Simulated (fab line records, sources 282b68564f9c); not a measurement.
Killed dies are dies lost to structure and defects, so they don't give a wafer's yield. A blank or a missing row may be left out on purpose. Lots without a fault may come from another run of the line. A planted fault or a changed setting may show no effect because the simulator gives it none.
fab line records | flow rit_cmos | part 2 of 2: steps 34 to 46 of 46
record lots=5 wafers=15 last_day=6
route steps=202 shown NLDD@112 PLDD@114 SPACER@125 NSD@131 PSD@142 SDANNEAL@153
lots that met no fault: from a run of the same line without faults
start_h: hours from the record's first day to the start of the lot's first wafer shown | wait_h: hours since the lot's step before | " the same as in the row above | L1.1+2: a row that stands for several wafers | - no value, or no start given | * or withheld: withheld | < > ~ a bound
route shown NAME@n: a module of which the file shows steps, and the number in the route of the first | usual: mean/standard deviation of fault-free wafers | same: alike in all rows | chamber/n: place in a boat | sites: the reading at each site | _std_site: their standard deviation | _edge_site: outer sites' mean less inner sites' | radius_mm: how far each site lies from the wafer's centre | mask NAME#n: copy n | behind: the tool/chamber that last shaped the wafer | hold: why the lot was held/for how many hours/how that ended | device: the transistor (n, p or np) that didn't switch | end of line: the same wafers' tests at the end of the route | a step without rows: its recipe alone | killed: dies lost to structure and defects at the first sort, not the wafer's yield | map: a wafer's dies, x killed, . not, _ none there
set.NAME: the setting as run; set.NAME@STEP: as run at that earlier step | model.NAME: the simulator's own value behind a step, which no gauge read
lots at some steps of the route; a table a step, a row a wafer
services: from which hour (start_h, from the record's first day; less than 0 if before it) a tool's chamber was out of use, for how many hours, and why
## steps
# step RIT_PSD_EXPOSE_03
# recipe mask_id=M10 na=0.57 target_cd_nm=40900 dose_mj=250
# usual focus_offset_nm=0.0/0.54
# columns lot.wafer tool chamber start_h wait_h mask focus_offset_nm
L076.2 iline_stepper-01 0 65.15 0.2 M10#0 0.6
L076.5 " 0 " " M10#0 -0.3
L076.6 " 0 " " M10#0 -0.6
L077.2 iline_stepper-02 0 68.06 0.2 M10#0 0.4
L077.3 " 0 " " M10#0 0.1
L077.5 " 0 " " M10#0 0.2
L079.1 iline_stepper-02 0 79.61 0.1 M10#0 0.9
L079.2 " 0 " " M10#0 0.8
L079.5 " 0 " " M10#0 0.9
L088.1 iline_stepper-01 0 123.61 0.1 M10#0 -0.7
L088.3 " 0 " " M10#0 0.2
L088.5 " 0 " " M10#0 -0.1
L092.2 iline_stepper-01 0 140.17 0.1 M10#0 0.3
L092.4 " 0 " " M10#0 0.4
L092.6 " 0 " " M10#0 0.8
# step RIT_PSD_PEB_04
# recipe resist=NOVOLAK temp_c=withheld time_s=withheld
# columns lot.wafer tool chamber start_h wait_h
L076.2+5+6 litho_track-03 0 65.27 0.1
L077.2+3+5 litho_track-03 0 68.19 0.1
L079.1+2+5 litho_track-01 0 79.73 0.1
L088.1+3+5 litho_track-02 0 123.72 0.1
L092.2+4+6 litho_track-01 0 140.29 0.1
# step RIT_PSD_DEVELOP_05
# recipe resist=NOVOLAK develop_time_s=50 dev_temp_c=23
# same develop_time_s=50
# columns lot.wafer tool chamber start_h wait_h
L076.2+5+6 litho_track-03 0 - -
L077.2+3+5 litho_track-03 0 - -
L079.1+2+5 litho_track-01 0 - -
L088.1+3+5 litho_track-02 0 - -
L092.2+4+6 litho_track-01 0 - -
# step RIT_PSD_OVL_MEAS_06
# usual PSD_OVL=-0.2/1.4
# columns lot.wafer tool chamber start_h wait_h PSD_OVL[nm]
L076.2 overlay-01 - 65.53 - 1.0
L076.5 " - " " 1.7
L076.6 " - " " 1.3
L077.2 overlay-02 - 68.45 - -0.5
L077.3 " - " " -0.2
L077.5 " - " " -1.0
L079.1 overlay-02 - 80.01 - -0.3
L079.2 " - " " 2.1
L079.5 " - " " 0.5
L088.1 overlay-02 - 124.01 - -0.8
L088.3 " - " " 0.2
L088.5 " - " " -0.4
L092.2 overlay-02 - 140.56 - -2.2
L092.4 " - " " -1.5
L092.6 " - " " -0.4
# step RIT_PSD_HARDBAKE_07
# recipe resist=NOVOLAK temp_c=140 time_s=60
# columns lot.wafer tool chamber start_h wait_h
L076.2+5+6 litho_track-02 0 65.59 0.0
L077.2+3+5 litho_track-02 0 68.51 0.0
L079.1+2+5 litho_track-02 0 80.21 0.2
L088.1+3+5 litho_track-01 0 124.04 0.0
L092.2+4+6 litho_track-03 0 140.61 0.0
# step RIT_PSD_IMPLANT_08
# recipe species=BF2 energy_kev=27 dose_cm2=5e+15 tilt_deg=7
# usual beam_on_s=13.9/0.8
# columns lot.wafer tool chamber start_h wait_h beam_on_s
L076.2 implanter-03 0 65.74 0.1 13.4
L076.5 " 0 " " 13.1
L076.6 " 0 " " 13.5
L077.2 implanter-02 0 68.66 0.1 13.6
L077.3 " 0 " " 14.0
L077.5 " 0 " " 13.6
L079.1 implanter-01 0 80.36 0.1 15.1
L079.2 " 0 " " 15.3
L079.5 " 0 " " 15.0
L088.1 implanter-02 0 124.19 0.1 13.3
L088.3 " 0 " " 13.5
L088.5 " 0 " " 13.3
L092.2 implanter-02 0 140.76 0.1 13.9
L092.4 " 0 " " 13.2
L092.6 " 0 " " 13.4
# step RIT_PSD_STRIP_09
# recipe chemistry=O2 time_s=180 resist=NOVOLAK platen_temp_c=withheld power_w=500 pressure_mtorr=4000 o2_flow_sccm=4000
# usual drypump_motor_current_A=5.4/0.5 o2_flow_sccm=4003/12
# columns lot.wafer tool chamber start_h wait_h drypump_motor_current_A o2_flow_sccm rf_hours_counter_h
L076.2 plasma_asher-01 1 65.86 0.1 6.0 3994 41
L076.5 " 0 " " 4.7 3992 -
L076.6 " 1 " " 5.9 3993 -
L077.2 plasma_asher-03 1 68.78 0.1 5.5 3999 42
L077.3 " 0 " " 5.7 4000 -
L077.5 " 0 " " 5.7 4001 -
L079.1 plasma_asher-03 0 80.51 0.1 5.7 3996 44
L079.2 " 1 " " 5.5 3999 44
L079.5 " 1 " " 5.5 4024 -
L088.1 plasma_asher-01 1 124.34 0.1 6.0 4033 49
L088.3 " 1 " " 6.0 4017 -
L088.5 " 0 " " 4.7 4005 -
L092.2 plasma_asher-02 0 140.89 0.1 5.0 3992 3
L092.4 " 0 " " 5.0 3981 -
L092.6 " 1 " " 6.0 4004 -
# step RIT_PSD_TW_MEAS_10
# usual PSD_TW=3362/32
# columns lot.wafer tool chamber start_h wait_h PSD_TW
L076.2 film_metro-03 - 66.05 0.1 3337
L076.5 " - " " 3345
L076.6 " - " " 3347
L077.2 film_metro-03 - 68.97 0.1 3348
L077.3 " - " " 3363
L077.5 " - " " 3363
L079.1 film_metro-03 - 80.68 0.1 3348
L079.2 " - " " 3326
L079.5 " - " " 3319
L088.1 film_metro-02 - 124.52 0.1 3367
L088.3 " - " " 3361
L088.5 " - " " 3364
L092.2 film_metro-03 - 141.07 0.1 3354
L092.4 " - " " 3357
L092.6 " - " " 3342
# step RIT_SDANNEAL_CLEAN_00
# recipe chemistry=SC1 mix=3:3:50 time_s=600 temp_c=75
# columns lot.wafer tool chamber start_h wait_h
L076.2+5+6 wet_bench-03 3 66.10 0.0
L077.2+3+5 wet_bench-02 3 69.02 0.0
L079.1+2+5 wet_bench-02 1 80.74 0.1
L088.1+3+5 wet_bench-03 0 124.58 0.1
L092.2+4+6 wet_bench-02 1 141.12 0.0
# step RIT_SDANNEAL_CLEAN_01
# recipe chemistry=dHF dilution=50:1 time_s=30
# columns lot.wafer tool chamber start_h wait_h
L076.2+5+6 wet_bench-01 1 66.27 0.0
L077.2+3+5 wet_bench-03 1 69.21 0.0
L079.1+2+5 wet_bench-02 1 80.93 0.0
L088.1+3+5 wet_bench-02 2 124.75 0.0
L092.2+4+6 wet_bench-01 0 141.31 0.0
# step RIT_SDANNEAL_CLEAN_02
# recipe chemistry=SC2 mix=3:3:50 time_s=600 temp_c=75 dry=n2_spin
# columns lot.wafer tool chamber start_h wait_h
L076.2+5+6 wet_bench-03 1 66.29 0.0
L077.2+3+5 wet_bench-02 2 69.23 0.0
L079.1+2+5 wet_bench-02 3 80.95 0.0
L088.1+3+5 wet_bench-03 2 124.77 0.0
L092.2+4+6 wet_bench-02 0 141.35 0.0
# step RIT_SDANNEAL_RTA_03
# recipe temp_c=1050 time_s=5 idle_temp_c=600 ramp_up_c_per_s=342 ramp_down_c_per_s=171 cool_to_c=600 ambient=N2
# usual wafer_temp_C_max=1053.5/1.2
# columns lot.wafer tool chamber start_h wait_h wafer_temp_C_max
L076.2 rtp_anneal-02 0 66.48 0.0 1055.0
L076.5 " 0 " " 1052.9
L076.6 " 0 " " 1053.4
L077.2 rtp_anneal-01 0 69.43 0.0 1052.5
L077.3 " 0 " " 1053.6
L077.5 " 0 " " 1052.1
L079.1 rtp_anneal-01 0 81.14 0.0 1053.8
L079.2 " 0 " " 1052.5
L079.5 " 0 " " 1055.0
L088.1 rtp_anneal-02 0 124.95 0.0 1053.5
L088.3 " 0 " " 1053.1
L088.5 " 0 " " 1054.0
L092.2 rtp_anneal-02 0 141.55 0.0 1052.3
L092.4 " 0 " " 1052.3
L092.6 " 0 " " 1054.1
# step RIT_SDANNEAL_RS_MEAS_04
# recipe thk_meas_gauge=four-point-probe
# usual PSD_RS=116.0/0.32
# columns lot.wafer tool chamber start_h wait_h PSD_RS[ohm/sq]
L076.2 film_metro-02 - 66.55 0.1 116.6
L076.5 " - " " 116.2
L076.6 " - " " 116.3
L077.2 film_metro-04 - 69.50 0.1 115.8
L077.3 " - " " 116.0
L077.5 " - " " 115.6
L079.1 film_metro-04 - 81.20 0.0 116.1
L079.2 " - " " 115.7
L079.5 " - " " 116.2
L088.1 film_metro-04 - 125.01 0.0 115.5
L088.3 " - " " 115.1
L088.5 " - " " 115.6
L092.2 film_metro-02 - 141.62 0.1 116.0
L092.4 " - " " 116.2
L092.6 " - " " 115.7
## services
# columns tool chamber start_h hours kind
wet_bench-03 - 45.70 20.3 repair
implanter-02 - 59.75 6.0 repair
litho_track-03 - 59.82 - consumable_replace:filter
lpcvd-02 - 63.20 14.6 pm
iline_stepper-01 - 68.59 4.4 pm
implanter-02 - 76.95 4.1 repair
rie_diel-03 1 78.86 3.4 repair
rtp_anneal-02 - 88.40 3.3 pm
iline_stepper-02 - 89.99 1.7 pm
rie_diel-02 1 107.81 3.7 repair
implanter-01 - 107.89 7.4 repair
plasma_asher-03 - 107.97 28.1 pm
plasma_asher-02 - 108.75 9.0 pm
plasma_asher-02 0 108.75 9.0 vent_cycle
plasma_asher-02 1 108.75 9.0 vent_cycle
implanter-04 - 109.03 1.0 repair
rie_diel-03 - 111.41 2.3 repair
iline_stepper-01 - 114.32 1.7 pm
plasma_asher-02 0 117.75 - clean
rie_diel-02 0 118.75 17.0 repair
implanter-01 - 125.41 3.2 pm
implanter-03 - 128.68 3.1 repair
plasma_asher-03 - 136.07 14.6 pm
plasma_asher-04 - 138.04 2.8 pm
